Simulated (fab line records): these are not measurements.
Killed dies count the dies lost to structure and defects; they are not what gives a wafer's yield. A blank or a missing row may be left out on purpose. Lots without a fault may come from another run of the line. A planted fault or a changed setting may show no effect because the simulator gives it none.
Split-lot trial    flow berkeleyCmos170    5 lots, 23 wafers read, on a route of 331 steps

ON THE SPLIT
At UCB170_NWELL_IMPLANT_14, the setting energyKev was moved away from the recipe's 150 on 7 of the 23 wafers read, by -4.4% to -3.3%. This setting was run at the recipe's value on the other wafers.

Reading taken at the split's own step.

THE READING
implant.drpNm (the simulator's own value, which no gauge read), in nm, at UCB170_NWELL_IMPLANT_14. There is no usual value for it anywhere in the file.

wafer   tool, chamber at the split  energyKev as run  against the recipe  implant.drpNm, nm  against lot-mates on the recipe
L075.1  implanter-04, 0             150               recipe              62.72              -
L075.2  implanter-04, 0             150               recipe              62.72              -
L075.5  implanter-04, 0             150               recipe              62.72              -
L079.1  implanter-03, 0             145               -3.3%               61.09              -1.63
L079.5  implanter-03, 0             145               -3.3%               61.09              -1.63
L079.6  implanter-03, 0             145               -3.3%               61.09              -1.63
L079.3  implanter-03, 0             150               recipe              62.72              -
L079.4  implanter-03, 0             150               recipe              62.72              -
L080.1  implanter-03, 0             150               recipe              62.72              -
L080.3  implanter-03, 0             150               recipe              62.72              -
L080.4  implanter-03, 0             150               recipe              62.72              -
L080.5  implanter-03, 0             150               recipe              62.72              -
L080.6  implanter-03, 0             150               recipe              62.72              -
L083.1  implanter-04, 0             150               recipe              62.72              -
L083.3  implanter-04, 0             150               recipe              62.72              -
L083.6  implanter-04, 0             150               recipe              62.72              -
L083.4  implanter-04, 0             143.4             -4.4%               60.55              -2.17
L083.5  implanter-04, 0             143.4             -4.4%               60.55              -2.17
L084.2  implanter-03, 0             150               recipe              62.72              -
L084.4  implanter-03, 0             150               recipe              62.72              -
L084.5  implanter-03, 0             150               recipe              62.72              -
L084.3  implanter-03, 0             144.1             -3.9%               60.79              -1.93
L084.6  implanter-03, 0             144.1             -3.9%               60.79              -1.93

THE FIT
A straight line over all 23 wafers: implant.drpNm changes by +0.491 nm for each +1% of energyKev; r = +1.00; the points scatter about the line by 0.0039 nm.
The same after taking each lot's own level away (the mean of its wafers on the recipe; 23 wafers): +0.491 nm for each +1%; r = +1.00; scatter 0.0039 nm.
Per that fit: largest energyKev move, reading shift of 2.2 nm.
The lots' own levels span 62.720 to 62.720 nm.
So the lot-to-lot level changes the slope little: the two slopes agree.
Check: -2.16 nm against its lot-mates is what the line predicts for one of the wafers moved furthest among these (-4.4%) when that wafer is left out of the fit. Against them it came out at -2.17 nm.

OTHER SPLITS APPLIED TO THESE WAFERS
Note: prior to the reading, these wafers also went through further splits. Each is held against what the fit with the lots' levels taken away leaves over:
other split on the same wafers   wafers away from the commonest value  r with implant.drpNm (lot level and that fit taken away)
UCB170_ZERO_COAT_01 resistThkNm  10                                    -0.21
UCB170_ZERO_ETCH_06 rfW          8                                     +0.37

THE WHOLE CHAIN: every reading that the file lists as answering this split, in the file's order
step                     what it does  reading                                                         change (the file's fit)                r (the file's)
UCB170_NWELL_IMPLANT_14                implant.rpNm (the simulator's own value, which no gauge read)   +1.95 nm for each +1% of the setting   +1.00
UCB170_NWELL_IMPLANT_14                implant.drpNm (the simulator's own value, which no gauge read)  +0.492 nm for each +1% of the setting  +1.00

FILE'S OWN FIT
implant.drpNm changes by +0.492 nm for each +1% of energyKev, r = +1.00.
